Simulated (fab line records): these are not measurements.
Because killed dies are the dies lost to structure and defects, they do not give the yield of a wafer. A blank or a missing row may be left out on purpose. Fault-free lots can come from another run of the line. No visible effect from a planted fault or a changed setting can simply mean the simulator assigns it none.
A struck lot beside a sound one ; flow rit cmos ; 22 out of 202 route steps
Sound: these wafers, L487.1, L487.2, L487.4. Wafers struck: L501.3, L501.4, L501.6. The cause comes at the end.
At each step with rows: each side's tool, then ch and its chambers, then its first start. Under that, the readings that differ: sound wafers ; struck wafers ; difference of the means ; sigmas: that difference in standard deviations of wafers without a fault.
alike: a reading whose means differ by less than 2 such deviations, as well as words and numbers matching on both sides. not compared: withheld readings; readings where some wafer has no value; bounds like >300 that might hide an equal value; numbers whose values overlap and for which the record gives no deviation.
The two part at a step that has a row with sigmas, a row that says differs or no value, or rows on one side only. Non-overlapping numbers with no deviation appear without sigmas and do not part them. A reading missing from all wafers of one side parts the sides only when that side holds two or more wafers.

first, 2 steps without rows for these wafers: RIT_NSD_HARDBAKE_07 (time 60 s); RIT_NSD_IMPLANT_08.
RIT_NSD_STRIP_09: strips in O2, time 180 s.
  sound on plasma asher-01 ch 0,1, day 3 03:38; struck on plasma asher-04 ch 0,1, day 6 05:29
  alike: drypump motor current A
  not compared: rf hours counter h
RIT_NSD_TW_MEAS_10:
  struck on film metro-03, day 6 05:37; sound on film metro-02, day 3 03:49
reading;sound;struck;difference;sigmas
NSD_TW;3059 3060 3069;3128 3099 3096;+45;+2
then, 6 steps without rows for these wafers: RIT_PSD_HMDS_00 (prime time 60 s); RIT_PSD_COAT_01 (resist thk 1000 nm); RIT_PSD_SOFTBAKE_02 (time 60 s); RIT_PSD_EXPOSE_03 (exposes mask M10, target cd 40900 nm); RIT_PSD_PEB_04; RIT_PSD_DEVELOP_05 (develop time 50 s).
RIT_PSD_OVL_MEAS_06:
  struck on overlay-01, day 6 06:41; sound on overlay-01, day 3 04:51
  alike: PSD_OVL
then, 1 step without rows for these wafers: RIT_PSD_HARDBAKE_07 (time 60 s).
RIT_PSD_IMPLANT_08:
  sound on implanter-02 ch 0, day 3 05:02; struck on implanter-03 ch 0, day 6 06:54
reading;sound;struck;difference;sigmas
beam on s (s);10.9 10.8 10.9;13.0 12.8 12.7;+2.0;+2
RIT_PSD_STRIP_09: strips in O2, time 180 s.
  sound on plasma asher-02 ch 0,1, day 3 05:11; struck on plasma asher-01 ch 0,1, day 6 07:04
  alike: drypump motor current A
  not compared: rf hours counter h
RIT_PSD_TW_MEAS_10:
  struck on film metro-02, day 6 07:12; sound on film metro-03, day 3 05:22
reading;sound;struck;difference;sigmas
PSD_TW;3392 3372 3401;3317 3303 3317;-76;-3
then, 3 steps without rows for these wafers: RIT_SDANNEAL_CLEAN_00 (cleans in SC1, time 600 s); RIT_SDANNEAL_CLEAN_01 (cleans in dHF, time 30 s); RIT_SDANNEAL_CLEAN_02 (cleans in SC2, time 600 s).
RIT_SDANNEAL_RTA_03: time 5 s.
  sound on rtp anneal-02 ch 0, day 3 05:47; struck on rtp anneal-02 ch 0, day 6 07:37
  alike: anneal temp c max, wafer_temp_C_max
RIT_SDANNEAL_RS_MEAS_04: a four-point-probe measurement.
  struck on film metro-02, day 6 08:04; sound on film metro-03, day 3 05:50
reading;sound;struck;difference;sigmas
PSD_RS (ohm/sq);115.9 115.7 115.7;118.1 118.5 118.3;+2.5;+8
  not compared: hold
RIT_SDANNEAL_RS_MEAS_05: a four-point-probe measurement.
  struck on film metro-02, day 6 10:28; sound on film metro-03, day 3 05:58
reading;sound;struck;difference;sigmas
hold;- - -;await dispo/2.3h/release await dispo/2.3h/release await dispo/2.3h/release;no value on the sound wafers;
NSD_RS (ohm/sq);85.04 84.88 85.05;85.34 85.84 85.59;+0.60;+2
RIT_M1_PROBE_99:
  struck on prober-01, day 6 18:59; sound on prober-01, day 3 13:23
  alike: killed_at_M0_to_M3, killed at contacts, killed at front end, killed dies, killed open, killed short

== WHERE THEY PART ==
Earliest at RIT_NSD_TW_MEAS_10; latest, in this record, at RIT_SDANNEAL_RS_MEAS_05. Later steps at which nothing parts them and some readings are alike: RIT_M1_PROBE_99.

WHY: what the simulator had put in
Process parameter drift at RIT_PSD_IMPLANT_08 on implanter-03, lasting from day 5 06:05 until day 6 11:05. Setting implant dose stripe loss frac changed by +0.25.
